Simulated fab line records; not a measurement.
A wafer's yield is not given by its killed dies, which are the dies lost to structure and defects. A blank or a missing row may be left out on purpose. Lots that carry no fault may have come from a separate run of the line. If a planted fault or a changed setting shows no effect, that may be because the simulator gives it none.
What tool caused it?    flow berkeley cmos170    14 lots, 42 wafers sampled, at 2 steps of a route of 331

== WHAT THE GAUGES SHOWED, per wafer ==
UCB170_SILICIDE_RS_MEAS_02: a four-point-probe measurement.
lot   measured      on             SILICIDE_TI_RS (ohm/sq)
L138  day 8 04:20   film metro-01  25.9 25.9 26.1
L139  day 8 05:20   film metro-04  26.7 26.5 26.7
L142  day 8 17:31   film metro-01  26.1 26.1 26.3
L144  day 8 17:53   film metro-04  26.6 26.7 26.5
L141  day 8 18:03   film metro-03  25.5 25.9 26.2
L143  day 8 18:25   film metro-01  25.6 25.8 25.5
L140  day 8 18:28   film metro-03  26.0 25.6 25.9
L147  day 9 11:33   film metro-04  26.6 25.9 26.1
L149  day 10 08:20  film metro-04  26.4 26.1 26.2
L150  day 10 08:29  film metro-03  25.9 26.1 26.0
L151  day 10 08:47  film metro-04  25.6 25.8 26.0
L156  day 11 00:11  film metro-03  26.5 26.9 26.6
L160  day 12 07:34  film metro-04  26.1 25.5 25.8
L161  day 12 07:52  film metro-04  26.2 26.2 26.2

UCB170_SILICIDE_THK_MEAS_03: measures by xrf.
lot   measured      on             SILICIDE_TI_THK (nm)
L138  day 8 04:27   film metro-01  30.6 30.6 30.2
L139  day 8 05:27   film metro-04  29.5 29.7 29.5
L142  day 8 17:38   film metro-01  30.4 30.4 30.1
L144  day 8 18:01   film metro-04  29.7 29.7 29.7
L141  day 8 18:10   film metro-03  30.9 30.6 30.2
L143  day 8 18:32   film metro-01  30.9 30.6 31.0
L140  day 8 18:35   film metro-03  30.3 30.9 30.5
L147  day 9 11:40   film metro-04  29.5 30.1 30.1
L149  day 10 08:27  film metro-04  29.7 30.1 30.2
L150  day 10 08:36  film metro-03  30.6 30.3 30.5
L151  day 10 08:54  film metro-04  30.6 30.4 30.2
L156  day 11 00:18  film metro-03  29.8 29.5 29.7
L160  day 12 07:41  film metro-04  30.2 30.8 30.6
L161  day 12 07:59  film metro-04  30.2 30.1 30.0

== EACH LOT AND THE TOOL THAT RAN IT (in order: tool; ch and the chambers of the sampled wafers; start) ==
The record holds no process step before these readings.

== AS READ BY THE TOOLS THEMSELVES (means over the sampled wafers that have a number; for cases with no such wafer, the mark the record gives instead) ==
The record holds no such reading with a usual standard deviation.

== THE ANSWER, worked out from the rows above alone ==
Rule: usual is defined by the lots themselves. Put in order of their means at a reading, lots are off if they are a third of the lots or fewer, leave a main group of 4 or more, and stand apart from it by a gap of 3 or more times the standard deviation of the main group's means; of several such gaps the widest counts. Not used: any main group whose means are identical at the precision the tables above print for the reading. A lot without any number at a reading at which 4 lots or more have one is off too. The other lots that the step has rows for count as sound. After the gauges, taken in route order, come the tools' own readings; for these a lot's mean is taken, as printed above. The first step at which some lot is off is used, and at that step the reading that is off furthest; a lot without a number counts as furthest.
No lot is off on any of the readings shown, so nothing can be concluded from this.

== WHAT THE SIMULATOR HAD PUT IN ==
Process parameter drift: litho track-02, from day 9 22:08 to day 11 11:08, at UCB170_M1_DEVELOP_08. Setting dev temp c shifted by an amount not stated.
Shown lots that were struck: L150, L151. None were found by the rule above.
